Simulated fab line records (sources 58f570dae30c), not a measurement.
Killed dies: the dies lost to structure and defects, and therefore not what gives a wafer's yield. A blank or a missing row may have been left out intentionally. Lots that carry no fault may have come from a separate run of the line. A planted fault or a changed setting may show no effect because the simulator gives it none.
Lot-split experiment / flow berkeley-cmos170 / 23 wafers read across 5 lots, on a route 331 steps long

== THE SPLIT ITSELF ==
At UCB170_M1_COAT_04 (resist thk 900 nm), the setting resist-thk-nm was moved away from the recipe's 900 nm on 7 of the 23 wafers read, by -5.6% to +5.9%. All remaining wafers had this setting at the recipe value.

== FROM THE SPLIT TO THE READING: what the file shows between them, 3 steps ==
- UCB170_M1_SOFTBAKE_05: time 60 s
- UCB170_M1_EXPOSE_06: exposes mask METAL1, target cd 700 nm
- UCB170_M1_ETCH_11: etches BARC in N2/H2

== THE READING ==
KrF_of_M1_COAT_04.thk-nm (the simulator's own value, which no gauge read), in nm, at UCB170_M1_METAL_ETCH_12 (etches Al in Cl2/BCl3, stops on PSG, target depth 780 nm, time 130 s). The file does not state a usual value for it. Here, 16 wafers ran the recipe; their average is 435.8 nm with a standard deviation of 8.8 nm.

wafer=L074.1; tool, chamber at the split=litho-track-02, 0; resist-thk-nm as run, nm=900; against the recipe=recipe; KrF_of_M1_COAT_04.thk-nm, nm=439.2; against lot-mates on the recipe=-
wafer=L074.2; tool, chamber at the split=litho-track-02, 0; resist-thk-nm as run, nm=932.1; against the recipe=+3.6%; KrF_of_M1_COAT_04.thk-nm, nm=467; against lot-mates on the recipe=+31.5
wafer=L074.3; tool, chamber at the split=litho-track-02, 0; resist-thk-nm as run, nm=900; against the recipe=recipe; KrF_of_M1_COAT_04.thk-nm, nm=433; against lot-mates on the recipe=-
wafer=L074.4; tool, chamber at the split=litho-track-02, 0; resist-thk-nm as run, nm=932.1; against the recipe=+3.6%; KrF_of_M1_COAT_04.thk-nm, nm=464.6; against lot-mates on the recipe=+29.1
wafer=L074.5; tool, chamber at the split=litho-track-02, 0; resist-thk-nm as run, nm=900; against the recipe=recipe; KrF_of_M1_COAT_04.thk-nm, nm=434.2; against lot-mates on the recipe=-
wafer=L076.1; tool, chamber at the split=litho-track-03, 0; resist-thk-nm as run, nm=900; against the recipe=recipe; KrF_of_M1_COAT_04.thk-nm, nm=434.8; against lot-mates on the recipe=-
wafer=L076.2; tool, chamber at the split=litho-track-03, 0; resist-thk-nm as run, nm=849.4; against the recipe=-5.6%; KrF_of_M1_COAT_04.thk-nm, nm=402.1; against lot-mates on the recipe=-39.4
wafer=L076.3; tool, chamber at the split=litho-track-03, 0; resist-thk-nm as run, nm=849.4; against the recipe=-5.6%; KrF_of_M1_COAT_04.thk-nm, nm=403.9; against lot-mates on the recipe=-37.6
wafer=L076.5; tool, chamber at the split=litho-track-03, 0; resist-thk-nm as run, nm=900; against the recipe=recipe; KrF_of_M1_COAT_04.thk-nm, nm=456.4; against lot-mates on the recipe=-
wafer=L076.6; tool, chamber at the split=litho-track-03, 0; resist-thk-nm as run, nm=900; against the recipe=recipe; KrF_of_M1_COAT_04.thk-nm, nm=433.4; against lot-mates on the recipe=-
wafer=L079.1; tool, chamber at the split=litho-track-02, 0; resist-thk-nm as run, nm=900; against the recipe=recipe; KrF_of_M1_COAT_04.thk-nm, nm=435.4; against lot-mates on the recipe=-
wafer=L079.2; tool, chamber at the split=litho-track-02, 0; resist-thk-nm as run, nm=900; against the recipe=recipe; KrF_of_M1_COAT_04.thk-nm, nm=434.8; against lot-mates on the recipe=-
wafer=L079.3; tool, chamber at the split=litho-track-02, 0; resist-thk-nm as run, nm=900; against the recipe=recipe; KrF_of_M1_COAT_04.thk-nm, nm=433.9; against lot-mates on the recipe=-
wafer=L079.5; tool, chamber at the split=litho-track-02, 0; resist-thk-nm as run, nm=900; against the recipe=recipe; KrF_of_M1_COAT_04.thk-nm, nm=429.8; against lot-mates on the recipe=-
wafer=L079.6; tool, chamber at the split=litho-track-02, 0; resist-thk-nm as run, nm=900; against the recipe=recipe; KrF_of_M1_COAT_04.thk-nm, nm=431.3; against lot-mates on the recipe=-
wafer=L082.2; tool, chamber at the split=litho-track-03, 0; resist-thk-nm as run, nm=953.2; against the recipe=+5.9%; KrF_of_M1_COAT_04.thk-nm, nm=493.2; against lot-mates on the recipe=+45.7
wafer=L082.3; tool, chamber at the split=litho-track-03, 0; resist-thk-nm as run, nm=953.2; against the recipe=+5.9%; KrF_of_M1_COAT_04.thk-nm, nm=490.8; against lot-mates on the recipe=+43.3
wafer=L082.4; tool, chamber at the split=litho-track-03, 0; resist-thk-nm as run, nm=900; against the recipe=recipe; KrF_of_M1_COAT_04.thk-nm, nm=457.3; against lot-mates on the recipe=-
wafer=L082.5; tool, chamber at the split=litho-track-03, 0; resist-thk-nm as run, nm=900; against the recipe=recipe; KrF_of_M1_COAT_04.thk-nm, nm=437.6; against lot-mates on the recipe=-
wafer=L082.6; tool, chamber at the split=litho-track-03, 0; resist-thk-nm as run, nm=953.2; against the recipe=+5.9%; KrF_of_M1_COAT_04.thk-nm, nm=508.4; against lot-mates on the recipe=+60.9
wafer=L083.3; tool, chamber at the split=litho-track-02, 0; resist-thk-nm as run, nm=900; against the recipe=recipe; KrF_of_M1_COAT_04.thk-nm, nm=423.1; against lot-mates on the recipe=-
wafer=L083.5; tool, chamber at the split=litho-track-02, 0; resist-thk-nm as run, nm=900; against the recipe=recipe; KrF_of_M1_COAT_04.thk-nm, nm=430.4; against lot-mates on the recipe=-
wafer=L083.6; tool, chamber at the split=litho-track-02, 0; resist-thk-nm as run, nm=900; against the recipe=recipe; KrF_of_M1_COAT_04.thk-nm, nm=428.2; against lot-mates on the recipe=-

THE FIT
A straight line over all 23 wafers: KrF_of_M1_COAT_04.thk-nm changes by +8.47 nm for each +1% of resist-thk-nm; r = +0.93; the points scatter about the line by 10 nm.
The same after taking each lot's own level away (the mean of its wafers on the recipe; 23 wafers): +7.86 nm for each +1%; r = +0.96; scatter 6.4 nm.
The reading moves by 46 nm for the largest change in resist-thk-nm, on that fit.
The span of the lots' own levels, 427.23 to 447.45 nm, comes to 2.3 times the standard deviation stated above.
Hence the lot-to-lot level has little effect on the slope; both slopes agree.
Check: +48.1 nm against its lot-mates is what the line predicts for one of the wafers moved furthest among these (+5.9%) when that wafer is left out of the fit. It came out at +45.7 nm against them.

== THESE WAFERS: OTHER SPLITS ==
Other splits were also applied to these wafers ahead of the reading. Each is held against what the fit with the lots' levels taken away leaves over:
other split on the same wafers=UCB170_NSD_EXPOSE_03 dose-mj; wafers away from the commonest value=9; r with KrF_of_M1_COAT_04.thk-nm (lot level and that fit taken away)=+0.32
other split on the same wafers=UCB170_BACKSIDE_STRIP_03 power-w; wafers away from the commonest value=5; r with KrF_of_M1_COAT_04.thk-nm (lot level and that fit taken away)=+0.02
other split on the same wafers=UCB170_SILICIDE_SPUTTER_01 chamber-pressure-pa; wafers away from the commonest value=15; r with KrF_of_M1_COAT_04.thk-nm (lot level and that fit taken away)=-0.11

== THE WHOLE CHAIN: every reading that the file lists as answering this split, in the file's order ==
step=UCB170_M1_COAT_04; what it does=resist thk 900 nm; reading=KrF_of_M1_COAT_04.thk-nm (the simulator's own value, which no gauge read); change (the file's fit)=+8.88 nm for each +1% of the setting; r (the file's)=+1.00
step=UCB170_M1_METAL_ETCH_12; what it does=etches Al in Cl2/BCl3, stops on PSG, target depth 780 nm, time 130 s; reading=KrF_of_M1_COAT_04.thk-nm (the simulator's own value, which no gauge read); change (the file's fit)=+7.82 nm for each +1% of the setting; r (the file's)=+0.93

== THE FILE'S OWN FIT ==
KrF_of_M1_COAT_04.thk-nm changes by +7.82 nm for each +1% of resist-thk-nm, r = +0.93.
